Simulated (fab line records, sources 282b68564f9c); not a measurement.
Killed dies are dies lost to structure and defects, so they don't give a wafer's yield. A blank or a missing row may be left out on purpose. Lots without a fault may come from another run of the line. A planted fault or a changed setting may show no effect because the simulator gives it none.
fab line records | flow rit_cmos
record lots=14 wafers=42 last_day=7
route steps=202 shown FOX2@23
lots that met no fault: from a run of the same line without faults
start_h: hours from the record's first day to the start of the lot's first wafer shown | wait_h: hours since the lot's step before | " the same as in the row above | L1.1+2: a row that stands for several wafers | - no value, or no start given | * or withheld: withheld | < > ~ a bound
route shown NAME@n: a module of which the file shows steps, and the number in the route of the first | usual: mean/standard deviation of fault-free wafers | same: alike in all rows | chamber/n: place in a boat | sites: the reading at each site | _std_site: their standard deviation | _edge_site: outer sites' mean less inner sites' | radius_mm: how far each site lies from the wafer's centre | mask NAME#n: copy n | behind: the tool/chamber that last shaped the wafer | hold: why the lot was held/for how many hours/how that ended | device: the transistor (n, p or np) that didn't switch | end of line: the same wafers' tests at the end of the route | a step without rows: its recipe alone | killed: dies lost to structure and defects at the first sort, not the wafer's yield | map: a wafer's dies, x killed, . not, _ none there
set.NAME: the setting as run; set.NAME@STEP: as run at that earlier step | model.NAME: the simulator's own value behind a step, which no gauge read
steps of the route over a sample of lots; a table a step, a row a wafer
services: from which hour (start_h, from the record's first day; less than 0 if before it) a tool's chamber was out of use, for how many hours, and why
## steps
# step RIT_FOX2_OXIDATION_00
# recipe temp_c=1100 ambient=H2O target_thk_a=3507 p_h2o_torr=720 ox_time_s=1130
# usual spike_tc_centre_C=1103.6/1.5 spike_tc_load_C=1131.3/2 spike_tc_source_C=1124.9/2.1 tube_center_temp_C=1100/0.098 tube_center_temp_C_max=1102.8/0.5 zone_power_centre_pct=59.0/2.9 zone_power_load_pct=44.2/1.2
# same ox_time_s=1130
# columns lot.wafer tool chamber start_h wait_h spike_tc_centre_C spike_tc_load_C spike_tc_source_C tube_center_temp_C tube_center_temp_C_max zone_power_centre_pct zone_power_load_pct
L290.1 furnace-03 0 17.35 0.0 1105.7 1128.8 1126.4 1100.1 1103.8 57.7 43.4
L290.2 " 0 " " 1104.9 1126.8 1127.9 1100 1102.8 57.6 42.8
L290.4 " 0 " " 1105.2 1129.4 1125.7 1100 1103.1 58.1 42.9
L291.1 furnace-03 0 22.00 0.0 1105.5 1129.5 1127.2 1099.9 1102.4 57.5 43.5
L291.2 " 0 " " 1105.6 1129.5 1127.8 1100 1102.1 58.2 43.0
L291.6 " 0 " " 1107.8 1128.6 1125.0 1100.2 1102.7 57.2 43.2
L292.3 furnace-02 0 27.00 0.0 1102.2 1132.8 1125.0 1099.9 1103.5 62.9 45.1
L292.5 " 0 " " 1103.7 1134.8 1125.2 1100 1102.8 63.6 45.4
L292.6 " 0 " " 1103.0 1131.3 1125.5 1100.1 1102.8 63.5 46.1
L294.1 furnace-01 0 38.08 0.0 1103.3 1132.2 1122.2 1099.9 1102.6 56.7 44.4
L294.2 " 0 " " 1102.5 1131.1 1121.7 1099.9 1103.2 56.8 44.0
L294.4 " 0 " " 1102.2 1131.6 1122.9 1100.1 1102.9 57.0 44.3
L295.1 furnace-03 0 44.48 0.0 1102.7 1129.6 1127.8 1099.9 1102.2 56.9 43.2
L295.2 " 0 " " 1104.5 1128.8 1125.9 1100 1102.3 57.6 43.7
L295.4 " 0 " " 1104.3 1130.0 1126.0 1100 1102.6 56.3 43.3
L296.2 furnace-02 0 48.85 0.0 1104.6 1133.6 1124.7 1099.9 1102.3 63.3 46.0
L296.5 " 0 " " 1104.6 1133.7 1125.7 1100 1103.4 63.6 45.8
L296.6 " 0 " " 1104.2 1132.8 1124.9 1100.1 1102.9 63.5 46.1
L297.2 furnace-01 0 53.54 0.0 1101.8 1132.4 1120.4 1100.2 1102.8 57.3 44.6
L297.3 " 0 " " 1103.5 1132.3 1122.9 1099.9 1103.8 56.4 43.8
L297.6 " 0 " " 1100.3 1131.8 1121.5 1100.2 1102.4 56.7 43.3
L298.4 furnace-01 0 57.18 0.0 1159.3 1189.0 1179.7 1157.4 1160.1 60.6 49.0
L298.5 " 0 " " 1160.7 1191.0 1181.1 1157.3 1159.9 60.1 49.6
L298.6 " 0 " " 1159.3 1190.3 1179.5 1157.2 1159.8 61.4 48.3
L304.1 furnace-01 0 88.73 0.8 1158.4 1188.8 1181.5 1157 1160.4 62.1 48.7
L304.2 " 0 " " 1158.7 1191.4 1180.6 1157.1 1160.3 61.7 49.0
L304.3 " 0 " " 1160.2 1190.1 1180.0 1157.1 1159.7 59.8 49.0
L305.1 furnace-03 0 94.32 0.5 1104.5 1130.1 1127.2 1100 1102.5 57.7 43.6
L305.3 " 0 " " 1103.3 1128.7 1128.1 1099.9 1102.6 58.6 43.2
L305.4 " 0 " " 1104.0 1129.3 1126.6 1100 1102.8 57.6 42.7
L306.2 furnace-02 0 97.97 0.8 1103.6 1135.2 1126.1 1100.2 1102.9 62.6 46.3
L306.3 " 0 " " 1105.9 1132.5 1125.0 1100 1103.0 63.1 46.5
L306.4 " 0 " " 1102.8 1132.8 1126.7 1100.2 1102.4 63.9 46.0
L307.3 furnace-03 0 102.14 0.0 1105.4 1132.1 1127.0 1100 1103.1 58.0 43.8
L307.5 " 0 " " 1104.9 1129.3 1126.6 1100.1 1102.3 57.1 43.4
L307.6 " 0 " " 1105.5 1130.7 1125.1 1100 1103.0 57.1 43.0
L309.4 furnace-02 0 112.82 0.0 1102.2 1134.1 1126.2 1100 1103.3 62.2 45.8
L309.5 " 0 " " 1105.0 1133.7 1127.1 1100.1 1103.2 62.9 46.0
L309.6 " 0 " " 1104.5 1133.3 1126.6 1099.9 1103.6 63.9 45.7
L312.2 furnace-02 0 128.07 0.8 1103.2 1133.4 1126.5 1100.1 1102.9 63.2 46.9
L312.4 " 0 " " 1104.4 1133.1 1125.7 1099.9 1104.1 62.4 46.2
L312.5 " 0 " " 1102.7 1132.6 1125.4 1100.1 1102.5 64.2 46.2
# step RIT_FOX2_THK_MEAS_01
# recipe reads=SiO2_of_FOX2_OXIDATION_00
# usual FOX2_OXIDE_THK=353/6
# columns lot.wafer tool chamber start_h wait_h FOX2_OXIDE_THK[nm]
L290.1 film_metro-04 - 18.67 0.0 352
L290.2 " - " " 345
L290.4 " - " " 350
L291.1 film_metro-04 - 23.31 0.0 348
L291.2 " - " " 349
L291.6 " - " " 343
L292.3 film_metro-04 - 28.33 0.0 351
L292.5 " - " " 354
L292.6 " - " " 355
L294.1 film_metro-04 - 39.40 0.0 354
L294.2 " - " " 356
L294.4 " - " " 360
L295.1 film_metro-04 - 45.79 0.0 344
L295.2 " - " " 345
L295.4 " - " " 342
L296.2 film_metro-01 - 50.18 0.0 340
L296.5 " - " " 354
L296.6 " - " " 354
L297.2 film_metro-04 - 54.87 0.0 356
L297.3 " - " " 355
L297.6 " - " " 347
L298.4 film_metro-01 - 58.53 0.0 450
L298.5 " - " " 445
L298.6 " - " " 444
L304.1 film_metro-04 - 90.04 0.0 438
L304.2 " - " " 436
L304.3 " - " " 440
L305.1 film_metro-03 - 95.63 0.0 356
L305.3 " - " " 354
L305.4 " - " " 358
L306.2 film_metro-01 - 99.29 0.0 360
L306.3 " - " " 363
L306.4 " - " " 355
L307.3 film_metro-03 - 103.47 0.0 354
L307.5 " - " " 359
L307.6 " - " " 357
L309.4 film_metro-01 - 114.16 0.0 360
L309.5 " - " " 362
L309.6 " - " " 366
L312.2 film_metro-04 - 129.39 0.0 352
L312.4 " - " " 359
L312.5 " - " " 356
# step RIT_FOX2_THK_MEAS_90
# recipe reads=SiO2_of_FOX2_OXIDATION_00
# usual FIELD_OXIDE_LEFT_1_THK=326/6.1
# columns lot.wafer tool chamber start_h wait_h FIELD_OXIDE_LEFT_1_THK[nm]
L290.1 film_metro-04 - 19.61 0.0 324
L290.2 " - " " 317
L290.4 " - " " 322
L291.1 film_metro-01 - 24.19 0.0 321
L291.2 " - " " 322
L291.6 " - " " 316
L292.3 film_metro-03 - 29.21 0.0 324
L292.5 " - " " 326
L292.6 " - " " 327
L294.1 film_metro-03 - 40.27 0.0 326
L294.2 " - " " 328
L294.4 " - " " 332
L295.1 film_metro-03 - 46.74 0.0 316
L295.2 " - " " 317
L295.4 " - " " 314
L296.2 film_metro-03 - 51.05 0.0 313
L296.5 " - " " 326
L296.6 " - " " 327
L297.2 film_metro-01 - 55.74 0.0 329
L297.3 " - " " 328
L297.6 " - " " 320
L298.4 film_metro-03 - 59.40 0.0 422
L298.5 " - " " 418
L298.6 " - " " 416
L304.1 film_metro-04 - 90.92 0.0 410
L304.2 " - " " 409
L304.3 " - " " 413
L305.1 film_metro-03 - 96.58 0.0 328
L305.3 " - " " 327
L305.4 " - " " 331
L306.2 film_metro-04 - 100.24 0.0 333
L306.3 " - " " 336
L306.4 " - " " 329
L307.3 film_metro-04 - 104.42 0.0 327
L307.5 " - " " 331
L307.6 " - " " 330
L309.4 film_metro-04 - 115.04 0.0 332
L309.5 " - " " 335
L309.6 " - " " 339
L312.2 film_metro-03 - 130.27 0.0 324
L312.4 " - " " 332
L312.5 " - " " 329
# step RIT_FOX2_THK_MEAS_91
# recipe reads=SiO2_of_FOX2_OXIDATION_00
# usual FIELD_OXIDE_LEFT_2_THK=258/6.2
# columns lot.wafer tool chamber start_h wait_h FIELD_OXIDE_LEFT_2_THK[nm]
L290.1 film_metro-01 - 32.41 0.0 255
L290.2 " - " " 249
L290.4 " - " " 254
L291.1 film_metro-01 - 37.80 0.0 253
L291.2 " - " " 253
L291.6 " - " " 248
L292.3 film_metro-03 - 41.54 0.0 255
L292.5 " - " " 257
L292.6 " - " " 259
L294.1 film_metro-03 - 52.71 0.0 258
L294.2 " - " " 260
L294.4 " - " " 264
L295.1 film_metro-04 - 59.03 0.0 248
L295.2 " - " " 249
L295.4 " - " " 246
L296.2 film_metro-01 - 63.66 0.0 246
L296.5 " - " " 258
L296.6 " - " " 259
L297.2 film_metro-04 - 68.28 0.0 262
L297.3 " - " " 261
L297.6 " - " " 252
L298.4 film_metro-03 - 72.62 0.0 354
L298.5 " - " " 350
L298.6 " - " " 348
L304.1 film_metro-01 - 103.08 0.0 343
L304.2 " - " " 340
L304.3 " - " " 345
L305.1 film_metro-03 - 108.60 0.0 261
L305.3 " - " " 260
L305.4 " - " " 264
L306.2 film_metro-04 - 112.62 0.0 266
L306.3 " - " " 269
L306.4 " - " " 262
L307.3 film_metro-03 - 116.91 0.0 259
L307.5 " - " " 263
L307.6 " - " " 262
L309.4 film_metro-03 - 127.20 0.0 265
L309.5 " - " " 268
L309.6 " - " " 271
L312.2 film_metro-01 - 142.76 0.0 257
L312.4 " - " " 264
L312.5 " - " " 262
## services
# columns tool chamber start_h hours kind
furnace-03 - -4.06 2.2 pm
furnace-02 - 34.72 6.9 pm
furnace-02 - 60.70 3.0 pm
furnace-01 - 61.05 20.9 pm
furnace-01 - 81.95 3.4 pm
## key
first_sign step=RIT_FOX2_OXIDATION_00 reading=tube_center_temp_C direction=up sigmas=99+ usual=* struck=*
effect step=RIT_FOX2_OXIDATION_00 reading=tube_center_temp_C_max direction=up sigmas=99+ usual=* struck=*
effect step=RIT_FOX2_THK_MEAS_01 reading=FOX2_OXIDE_THK direction=up sigmas=15 usual=353 struck=442
effect step=RIT_FOX2_THK_MEAS_90 reading=FIELD_OXIDE_LEFT_1_THK direction=up sigmas=15 usual=326 struck=415
effect step=RIT_FOX2_THK_MEAS_91 reading=FIELD_OXIDE_LEFT_2_THK direction=up sigmas=14 usual=258 struck=347
met_at RIT_FOX2_OXIDATION_00
struck_lots L298,L304
tester_left_out L298,L304
onset_between 53.54 57.18
fault kind=process_parameter_drift tool=furnace-01 chamber=- onset_h=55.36 steps=RIT_FOX2_OXIDATION_00 channel=temp_c offset=* shape=step end_h=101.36 acts_in=* stated=*
# tester_left_out: of these lots the tester's yield and bins aren't shown, on N5 and GAA mostly nor the transistor test; their killed dies are dies lost to structure and defects alone, not to doping, threshold or leakage, so they don't give the yield
